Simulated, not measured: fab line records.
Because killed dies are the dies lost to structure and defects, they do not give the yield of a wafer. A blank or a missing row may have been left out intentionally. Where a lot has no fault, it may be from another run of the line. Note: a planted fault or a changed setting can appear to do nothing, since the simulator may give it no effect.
fab line records -- flow rit_cmos
[record] lots = 7, wafers = 21, last_day = 7
route steps=202 shown PLDD@116 SPACER@125 M1@202
lots that met no fault: taken from a fault-free run of the same line
start_h: hours from the record's opening day to when the first of the lot's shown wafers began -- wait_h: time in hours since the lot's previous step -- " identical to the entry in the row above -- L1.1+2: one row covering several wafers at once -- - value missing, or start not given -- * or withheld: withheld -- < > ~ a bound
route shown NAME@n: names a module that has steps shown in the file, with the first one's number in the route -- usual: average and standard deviation across the fault-free wafers -- same: alike in all rows -- chamber/n: place in a boat -- sites: readings site by site -- _std_site: standard deviation across them -- _edge_site: mean of outer sites minus mean of inner sites -- radius_mm: how far each site lies from the wafer's centre -- mask NAME#n: copy n -- behind: the last tool/chamber to shape the wafer -- hold: the reason the lot was held/the length of the hold in hours/how it ended -- device: whichever transistor did not switch (one of n, p or np) -- end of line: the same wafers' tests at the end of the route -- a step given without rows: its recipe and nothing more -- killed: at the first sort, the dies lost to defects and structure; wafer yield is something else -- map: shows each die of a wafer: x if killed, . if not, _ if none is there
set.NAME: the run value of the setting; set.NAME@STEP: its run value at that earlier step -- model.NAME: the simulator's own value behind a step, which no gauge read
lots at selected steps of the route; one table per step, one row per wafer
services: when a tool's chamber went out of use (start_h, in hours from the record's first day, below 0 if earlier), for how many hours, and the reason
[[steps]]
[step RIT_PLDD_SOFTBAKE_02]
[recipe] resist = NOVOLAK, temp_c = 90, time_s = 60
[step RIT_PLDD_EXPOSE_03]
[recipe] mask_id = M8, na = 0.57, target_cd_nm = 40900, dose_mj = 250
[step RIT_PLDD_PEB_04]
[recipe] resist = NOVOLAK, temp_c = withheld, time_s = withheld
[step RIT_PLDD_DEVELOP_05]
[recipe] resist = NOVOLAK, develop_time_s = 50, dev_temp_c = 23
[step RIT_PLDD_OVL_MEAS_06]
[usual] PLDD_OVL = -0.2/1.2
lot.wafer,tool,chamber,start_h,wait_h,PLDD_OVL[nm]
L636.1,overlay-01,-,60.12,-,1.1
L636.2,overlay-01,-,60.12,-,-0.4
L636.4,overlay-01,-,60.12,-,0.4
L637.4,overlay-01,-,66.60,-,1.6
L637.5,overlay-01,-,66.60,-,0.1
L637.6,overlay-01,-,66.60,-,0.8
L641.1,overlay-01,-,84.89,-,-2.1
L641.2,overlay-01,-,84.89,-,-1.9
L641.5,overlay-01,-,84.89,-,-0.7
L642.2,overlay-01,-,88.25,-,-2.4
L642.4,overlay-01,-,88.25,-,-1.8
L642.6,overlay-01,-,88.25,-,-2.2
L644.1,overlay-01,-,97.71,-,-0.3
L644.5,overlay-01,-,97.71,-,0.5
L644.6,overlay-01,-,97.71,-,0.9
L651.1,overlay-02,-,129.03,-,0.8
L651.2,overlay-02,-,129.03,-,0.1
L651.3,overlay-02,-,129.03,-,-0.9
L652.3,overlay-01,-,139.32,-,-0.4
L652.4,overlay-01,-,139.32,-,-1.7
L652.5,overlay-01,-,139.32,-,-0.4
[step RIT_PLDD_HARDBAKE_07]
[recipe] resist = NOVOLAK, temp_c = 140, time_s = 60
[step RIT_PLDD_IMPLANT_08]
[recipe] species = BF2, energy_kev = 20, dose_cm2 = 9e+14, tilt_deg = 7
[step RIT_PLDD_STRIP_09]
[recipe] chemistry = O2, time_s = 180, resist = NOVOLAK, platen_temp_c = withheld, power_w = 500, pressure_mtorr = 4000, o2_flow_sccm = 4000
[usual] drypump_motor_current_A = 5.7/0.47
lot.wafer,tool,chamber,start_h,wait_h,drypump_motor_current_A,rf_hours_counter_h
L636.1,plasma_asher-02,1,60.46,0.1,5.5,41
L636.2,plasma_asher-02,0,60.46,0.1,5.6,41
L636.4,plasma_asher-02,1,60.46,0.1,5.5,-
L637.4,plasma_asher-02,1,66.98,0.1,5.5,-
L637.5,plasma_asher-02,0,66.98,0.1,5.6,-
L637.6,plasma_asher-02,1,66.98,0.1,5.5,-
L641.1,plasma_asher-04,0,85.22,0.1,5.7,28
L641.2,plasma_asher-04,1,85.22,0.1,5.1,28
L641.5,plasma_asher-04,0,85.22,0.1,5.7,-
L642.2,plasma_asher-02,0,88.81,0.2,5.6,44
L642.4,plasma_asher-02,0,88.81,0.2,5.5,-
L642.6,plasma_asher-02,0,88.81,0.2,5.6,-
L644.1,plasma_asher-03,1,98.05,0.1,6.7,48
L644.5,plasma_asher-03,0,98.05,0.1,6.0,-
L644.6,plasma_asher-03,1,98.05,0.1,6.7,-
L651.1,plasma_asher-03,1,129.36,0.1,6.7,1
L651.2,plasma_asher-03,0,129.36,0.1,5.9,1
L651.3,plasma_asher-03,1,129.36,0.1,6.7,-
L652.3,plasma_asher-02,1,139.70,0.1,5.5,-
L652.4,plasma_asher-02,0,139.70,0.1,5.6,-
L652.5,plasma_asher-02,0,139.70,0.1,5.6,-
[step RIT_PLDD_TW_MEAS_10]
[usual] PLDD_TW = 2332/16
lot.wafer,tool,chamber,start_h,wait_h,PLDD_TW
L636.1,film_metro-01,-,60.63,0.1,2340
L636.2,film_metro-01,-,60.63,0.1,2358
L636.4,film_metro-01,-,60.63,0.1,2344
L637.4,film_metro-04,-,67.12,0.1,2302
L637.5,film_metro-04,-,67.12,0.1,2313
L637.6,film_metro-04,-,67.12,0.1,2308
L641.1,film_metro-01,-,85.40,0.1,2340
L641.2,film_metro-01,-,85.40,0.1,2358
L641.5,film_metro-01,-,85.40,0.1,2345
L642.2,film_metro-04,-,88.99,0.1,2296
L642.4,film_metro-04,-,88.99,0.1,2299
L642.6,film_metro-04,-,88.99,0.1,2312
L644.1,film_metro-01,-,98.22,0.1,2337
L644.5,film_metro-01,-,98.22,0.1,2334
L644.6,film_metro-01,-,98.22,0.1,2336
L651.1,film_metro-03,-,129.54,0.1,2317
L651.2,film_metro-03,-,129.54,0.1,2341
L651.3,film_metro-03,-,129.54,0.1,2326
L652.3,film_metro-04,-,139.84,0.1,2319
L652.4,film_metro-04,-,139.84,0.1,2298
L652.5,film_metro-04,-,139.84,0.1,2308
[step RIT_SPACER_CLEAN_00]
[recipe] chemistry = SC1, mix = 3:3:50, time_s = 600, temp_c = 75
[step RIT_SPACER_CLEAN_01]
[recipe] chemistry = dHF, dilution = 50:1, time_s = 30
[step RIT_SPACER_CLEAN_02]
[recipe] chemistry = SC2, mix = 3:3:50, time_s = 600, temp_c = 75, dry = n2_spin
[step RIT_SPACER_CVD_03]
[recipe] material = Si3N4, target_thk_nm = 250, temp_c = 810, precursor = SiH2Cl2/NH3, time_s = 3300, pressure_mtorr = 300, sih2cl2_flow_sccm = 60, nh3_flow_sccm = 150
[usual] pressure_mtorr = 300.1/0.61, susceptor_temp_C = 810.1/0.35
lot.wafer,tool,chamber,start_h,wait_h,pressure_mtorr,susceptor_temp_C
L636.1,lpcvd-02,1,61.07,0.0,300.0,810.3
L636.2,lpcvd-02,1,61.07,0.0,299.8,809.8
L636.4,lpcvd-02,1,61.07,0.0,300.0,810.0
L637.4,lpcvd-01,0,67.52,0.0,300.0,809.9
L637.5,lpcvd-01,0,67.52,0.0,300.4,809.8
L637.6,lpcvd-01,0,67.52,0.0,299.0,809.9
L641.1,lpcvd-02,1,85.84,0.0,299.8,810.4
L641.2,lpcvd-02,1,85.84,0.0,299.7,810.3
L641.5,lpcvd-02,1,85.84,0.0,299.9,810.1
L642.2,lpcvd-01,1,90.38,0.9,299.9,809.7
L642.4,lpcvd-01,1,90.38,0.9,300.1,810.5
L642.6,lpcvd-01,1,90.38,0.9,300.5,810.0
L644.1,lpcvd-01,1,98.84,0.0,300.0,809.7
L644.5,lpcvd-01,1,98.84,0.0,299.1,809.8
L644.6,lpcvd-01,1,98.84,0.0,299.5,810.2
L644.1,lpcvd-02,1,101.32,0.6,300.4,810.1
L644.5,lpcvd-02,1,101.32,0.6,299.7,810.7
L644.6,lpcvd-02,1,101.32,0.6,301.1,810.3
L651.1,lpcvd-01,1,129.99,0.0,300.4,810.0
L651.2,lpcvd-01,1,129.99,0.0,300.1,810.2
L651.3,lpcvd-01,1,129.99,0.0,299.8,810.4
L651.1,lpcvd-01,1,133.53,1.6,300.0,809.8
L651.2,lpcvd-01,1,133.53,1.6,300.0,810.1
L651.3,lpcvd-01,1,133.53,1.6,300.2,810.1
L652.3,lpcvd-02,0,140.25,0.0,300.7,809.2
L652.4,lpcvd-02,0,140.25,0.0,300.7,809.5
L652.5,lpcvd-02,0,140.25,0.0,300.5,809.6
L652.3,lpcvd-02,0,144.34,2.2,300.4,809.7
L652.4,lpcvd-02,0,144.34,2.2,300.0,809.9
L652.5,lpcvd-02,0,144.34,2.2,300.9,809.7
[step RIT_SPACER_THK_MEAS_04]
[recipe] reads = Si3N4_of_SPACER_CVD_03
[usual] SPACER_NITRIDE_THK = 249.8/2.7
lot.wafer,tool,chamber,start_h,wait_h,SPACER_NITRIDE_THK[nm]
L636.1,film_metro-01,-,62.99,0.0,248.3
L636.2,film_metro-01,-,62.99,0.0,248.0
L636.4,film_metro-01,-,62.99,0.0,246.7
L637.4,film_metro-01,-,69.47,0.0,251.9
L637.5,film_metro-01,-,69.47,0.0,251.0
L637.6,film_metro-01,-,69.47,0.0,251.7
L641.1,film_metro-01,-,87.76,0.0,242.2
L641.2,film_metro-01,-,87.76,0.0,243.4
L641.5,film_metro-01,-,87.76,0.0,245.4
L642.2,film_metro-04,-,92.31,0.0,253.7
L642.4,film_metro-04,-,92.31,0.0,252.3
L642.6,film_metro-04,-,92.31,0.0,252.7
L644.1,film_metro-04,-,103.24,0.0,501.6
L644.5,film_metro-04,-,103.24,0.0,500.6
L644.6,film_metro-04,-,103.24,0.0,500.8
L651.1,film_metro-02,-,135.45,0.0,502.1
L651.2,film_metro-02,-,135.45,0.0,504.0
L651.3,film_metro-02,-,135.45,0.0,505.1
L652.3,film_metro-02,-,146.34,0.1,495.7
L652.4,film_metro-02,-,146.34,0.1,497.6
L652.5,film_metro-02,-,146.34,0.1,498.9
[step RIT_SPACER_ETCHBACK_05]
[recipe] target_depth_a = 2500, SF6_flow_sccm = 30, CHF3_flow_sccm = 30, target = Si3N4, chemistry = SF6/CHF3, pressure_mtorr = 40, rf_w = 250, time_s = 240, stop_on = SiO2
[usual] CHF3_flow_sccm = 30.00/0.094, drypump_motor_current_A = 5.8/0.44, oes_product_au = 0.845/0.013, throttle_valve_pct = 10.24/0.13
lot.wafer,tool,chamber,start_h,wait_h,CHF3_flow_sccm,drypump_motor_current_A,oes_product_au,rf_hours_counter_h,throttle_valve_pct,model.Si3N4_of_SPACER_CVD_03.thk_nm,model.etch.depth_nm
L636.1,rie_diel-01,3,63.05,0.1,30.08,6.6,0.841,165,10.52,194.4,248.3
L636.2,rie_diel-01,2,63.05,0.1,29.91,6.2,0.843,76,10.12,196.7,248.1
L636.4,rie_diel-01,0,63.05,0.1,30.01,6.3,0.837,156,10.15,195,246.7
L637.4,rie_diel-02,2,69.50,0.0,30.05,6.0,0.829,96,10.29,195.5,252
L637.5,rie_diel-02,0,69.50,0.0,29.90,5.3,0.859,-,10.08,194.6,250.8
L637.6,rie_diel-02,1,69.50,0.0,30.06,5.1,0.841,-,10.17,195.4,251.8
L641.1,rie_diel-02,1,87.82,0.1,30.11,5.1,0.823,116,10.15,188.1,242.2
L641.2,rie_diel-02,2,87.82,0.1,30.08,5.9,0.809,96,10.28,188.9,243.5
L641.5,rie_diel-02,2,87.82,0.1,29.98,6.0,0.816,-,10.26,190.2,245.5
L642.2,rie_diel-03,2,92.36,0.0,29.91,6.0,0.854,58,10.12,198.3,253.8
L642.4,rie_diel-03,1,92.36,0.0,29.99,5.5,0.862,17,10.24,198.2,252.3
L642.6,rie_diel-03,3,92.36,0.0,29.96,5.4,0.847,-,10.37,196.7,252.6
L644.1,rie_diel-03,0,103.30,0.1,30.00,6.2,1.017,133,10.48,389.6,322.6
L644.5,rie_diel-03,2,103.30,0.1,30.01,6.0,1.018,-,10.18,389.8,320.9
L644.6,rie_diel-03,3,103.30,0.1,30.03,5.4,1.020,-,10.43,389.4,321.4
L651.1,rie_diel-01,1,135.51,0.1,30.11,6.2,1.010,21,10.10,394.9,308.6
L651.2,rie_diel-01,3,135.51,0.1,30.16,6.7,1.004,1,10.59,393.8,315.2
L651.3,rie_diel-01,2,135.51,0.1,30.04,6.2,0.985,77,10.18,398.3,305.4
L652.3,rie_diel-02,2,146.38,0.0,29.95,6.0,1.009,97,10.36,384,325.6
L652.4,rie_diel-02,3,146.38,0.0,29.95,5.9,0.993,118,10.30,391.6,307.8
L652.5,rie_diel-02,0,146.38,0.0,30.08,5.3,1.038,-,10.14,387.9,321.2
[step RIT_M1_PROBE_99]
[usual] killed_at_front_end = 7/3, killed_dies = 7/3, killed_on_rim = 2/1.4, killed_open = 3.6/1.9, killed_short = 3.2/1.8
[same] gross_dies = 264, killed_at_M0_to_M3 = 0, killed_at_M4_up = 0, killed_at_back_side = 0, killed_at_contacts = 0, killed_at_other = 0
lot.wafer,tool,chamber,start_h,wait_h,killed_at_front_end,killed_dies,killed_on_rim,killed_open,killed_short
L636.1,prober-01,-,74.13,0.1,7,7,5,3,4
L636.2,prober-01,-,74.18,0.1,3,3,1,2,1
L636.4,prober-01,-,74.28,0.2,6,6,1,3,3
L641.1,prober-01,-,98.67,0.1,14,14,5,7,7
L641.2,prober-01,-,98.72,0.1,8,8,2,5,3
L641.5,prober-01,-,98.87,0.2,5,5,3,1,4
L642.2,prober-02,-,103.63,0.1,5,5,1,3,2
L642.4,prober-02,-,103.73,0.2,8,8,1,3,5
L642.6,prober-02,-,103.83,0.2,7,7,2,5,2
L644.1,prober-01,-,115.54,0.1,264,264,70,5,8
L644.5,prober-01,-,115.74,0.2,264,264,70,3,4
L644.6,prober-01,-,115.79,0.2,264,264,70,3,4
L651.1,prober-01,-,146.89,0.1,264,264,70,3,4
L651.2,prober-01,-,146.94,0.1,264,264,70,1,3
L651.3,prober-01,-,146.99,0.2,264,264,70,5,4
L652.3,prober-02,-,158.72,0.2,264,264,70,3,3
L652.4,prober-02,-,158.77,0.2,264,264,70,5,3
L652.5,prober-02,-,158.82,0.2,264,264,70,5,7
// killed by level:class
L636.1 GATE:geometric_particle:short=2 SILICIDE:geometric_particle:short=2 FOX1:geometric_particle:open=1 REOX:geometric_particle:open=1 SILICIDE:geometric_particle:open=1
L636.2 FOX2:geometric_particle:open=1 REOX:geometric_particle:open=1 REOX:geometric_particle:short=1
L636.4 SPACER:geometric_particle:short=2 SPACER:geometric_particle:open=2 REOX:geometric_particle:open=1 REOX:geometric_particle:short=1
L641.1 GATE:geometric_particle:open=4 SPACER:geometric_particle:short=3 GATE:geometric_particle:short=2 SPACER:geometric_particle:open=2 REOX:geometric_particle:short=1 SILICIDE:geometric_particle:open=1 SILICIDE:geometric_particle:short=1
L641.2 FOX1:geometric_particle:open=3 SPACER:geometric_particle:short=2 FOX1:geometric_particle:short=1 GATE:geometric_particle:open=1 SPACER:geometric_particle:open=1
L641.5 SILICIDE:geometric_particle:short=3 FOX2:geometric_particle:short=1 SPACER:geometric_particle:open=1
L642.2 GATE:geometric_particle:short=2 FOX2:geometric_particle:open=1 GATE:geometric_particle:open=1 SPACER:geometric_particle:open=1
L642.4 REOX:geometric_particle:short=2 GATE:geometric_particle:open=1 GATE:geometric_particle:short=1 REOX:geometric_particle:open=1 SPACER:geometric_particle:open=1 SPACER:geometric_particle:short=1 SILICIDE:geometric_particle:short=1
L642.6 SPACER:geometric_particle:open=3 GATE:geometric_particle:open=2 GATE:geometric_particle:short=1 REOX:geometric_particle:short=1
L644.1 SPACER:area_etchback=251 FOX2:geometric_particle:short=3 GATE:geometric_particle:short=3 GATE:geometric_particle:open=3 SPACER:geometric_particle:short=2 REOX:geometric_particle:open=1 SILICIDE:geometric_particle:open=1
L644.5 SPACER:area_etchback=257 GATE:geometric_particle:short=3 GATE:geometric_particle:open=2 REOX:geometric_particle:open=1 SILICIDE:geometric_particle:short=1
L644.6 SPACER:area_etchback=257 GATE:geometric_particle:short=2 GATE:geometric_particle:open=2 SILICIDE:geometric_particle:short=2 REOX:geometric_particle:open=1
L651.1 SPACER:area_etchback=257 GATE:geometric_particle:short=3 SPACER:geometric_particle:open=2 FOX1:geometric_particle:open=1 SPACER:geometric_particle:short=1
L651.2 SPACER:area_etchback=260 SPACER:geometric_particle:short=2 GATE:geometric_particle:short=1 REOX:geometric_particle:open=1
L651.3 SPACER:area_etchback=255 REOX:geometric_particle:open=2 SPACER:geometric_particle:short=2 SPACER:geometric_particle:open=2 FOX1:geometric_particle:short=1 GATE:geometric_particle:open=1 GATE:geometric_particle:short=1
L652.3 SPACER:area_etchback=258 ACTIVE:geometric_particle:short=1 FOX1:geometric_particle:short=1 FOX1:geometric_particle:open=1 FOX2:geometric_particle:open=1 GATE:geometric_particle:open=1 SILICIDE:geometric_particle:short=1
L652.4 SPACER:area_etchback=256 GATE:geometric_particle:open=4 GATE:geometric_particle:short=3 REOX:geometric_particle:open=1
L652.5 SPACER:area_etchback=252 GATE:geometric_particle:short=3 GATE:geometric_particle:open=3 FOX1:geometric_particle:short=2 REOX:geometric_particle:open=1 REOX:geometric_particle:short=1 SILICIDE:geometric_particle:open=1 SILICIDE:geometric_particle:short=1
// map L644.1 (x killed, . not)
________xxxxxxx_______
_____xxxxxxxxxxxxx____
____xxxxxxxxxxxxxxx___
___xxxxxxxxxxxxxxxxx__
__xxxxxxxxxxxxxxxxxxx_
__xxxxxxxxxxxxxxxxxxx_
_xxxxxxxxxxxxxxxxxxxxx
_xxxxxxxxxxxxxxxxxxxxx
_xxxxxxxxxxxxxxxxxxxxx
_xxxxxxxxxxxxxxxxxxxxx
__xxxxxxxxxxxxxxxxxxx_
__xxxxxxxxxxxxxxxxxxx_
___xxxxxxxxxxxxxxxxx__
____xxxxxxxxxxxxxxx___
_____xxxxxxxxxxxxx____
________xxxxxxx_______
// map L651.1 (x killed, . not)
________xxxxxxx_______
_____xxxxxxxxxxxxx____
____xxxxxxxxxxxxxxx___
___xxxxxxxxxxxxxxxxx__
__xxxxxxxxxxxxxxxxxxx_
__xxxxxxxxxxxxxxxxxxx_
_xxxxxxxxxxxxxxxxxxxxx
_xxxxxxxxxxxxxxxxxxxxx
_xxxxxxxxxxxxxxxxxxxxx
_xxxxxxxxxxxxxxxxxxxxx
__xxxxxxxxxxxxxxxxxxx_
__xxxxxxxxxxxxxxxxxxx_
___xxxxxxxxxxxxxxxxx__
____xxxxxxxxxxxxxxx___
_____xxxxxxxxxxxxx____
________xxxxxxx_______
[[services]]
tool,chamber,start_h,hours,kind
lpcvd-02,-,37.67,1.7,repair
plasma_asher-04,-,73.26,1.3,repair
rie_diel-01,3,78.66,-,clean
rie_diel-01,3,78.66,17.7,scheduled_down
rie_diel-01,3,78.66,17.7,vent_cycle
rie_diel-01,1,105.76,1.6,repair
rie_diel-03,2,107.46,4.1,repair
plasma_asher-03,-,108.75,9.0,pm
plasma_asher-03,0,108.75,9.0,vent_cycle
plasma_asher-03,1,108.75,9.0,vent_cycle
rie_diel-01,0,116.49,5.1,repair
plasma_asher-03,0,117.75,-,clean
plasma_asher-03,1,117.75,-,clean
rie_diel-02,0,119.54,21.0,repair
rie_diel-01,0,121.58,-,clean
rie_diel-01,0,121.58,17.5,scheduled_down
rie_diel-01,0,121.58,17.5,vent_cycle
plasma_asher-04,-,131.30,3.8,repair
[[key]]
[first_sign] step = RIT_SPACER_CVD_03, reading = visit, direction = added
[effect] step = RIT_SPACER_THK_MEAS_04, reading = SPACER_NITRIDE_THK, direction = up, sigmas = 93, usual = 249.8, struck = 500.7
[effect] step = RIT_SPACER_ETCHBACK_05, reading = oes_product_au, direction = up, sigmas = 12, usual = 0.845, struck = 1.010
[effect] step = RIT_M1_PROBE_99, reading = killed_at_front_end, direction = up, sigmas = 85, usual = 7, struck = 264
[model_effect] step = RIT_SPACER_ETCHBACK_05, value = Si3N4_of_SPACER_CVD_03.thk_nm, without = 196, struck = 391
[more_kills_born_at] RIT_SPACER_ETCHBACK_05@rie_diel-01 = 772, RIT_SPACER_ETCHBACK_05@rie_diel-02 = 766, RIT_SPACER_ETCHBACK_05@rie_diel-03 = 765
met_at RIT_SPACER_CVD_03
struck_wafers L644.1,L644.5,L644.6,L651.1,L651.2,L651.3,L652.3,L652.4,L652.5
later_rows_left_out L644.1,L644.5,L644.6,L651.1,L651.2,L651.3,L652.3,L652.4,L652.5
tester_left_out L644,L651,L652
[fault] kind = repeated_step_whole, tool = lpcvd-01,lpcvd-02, chamber = -, onset_h = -, steps = RIT_SPACER_CVD_03, times = 1, scope = struck_lots_only
// tester_left_out: of these lots the tester's yield and bins aren't shown, on N5 and GAA mostly nor the transistor test; their killed dies are dies lost to structure and defects alone, not to doping, threshold or leakage, so they don't give the yield
// later_rows_left_out: the simulator's readings of these wafers behind a module that went badly wrong aren't trusted and aren't shown, but for the sort
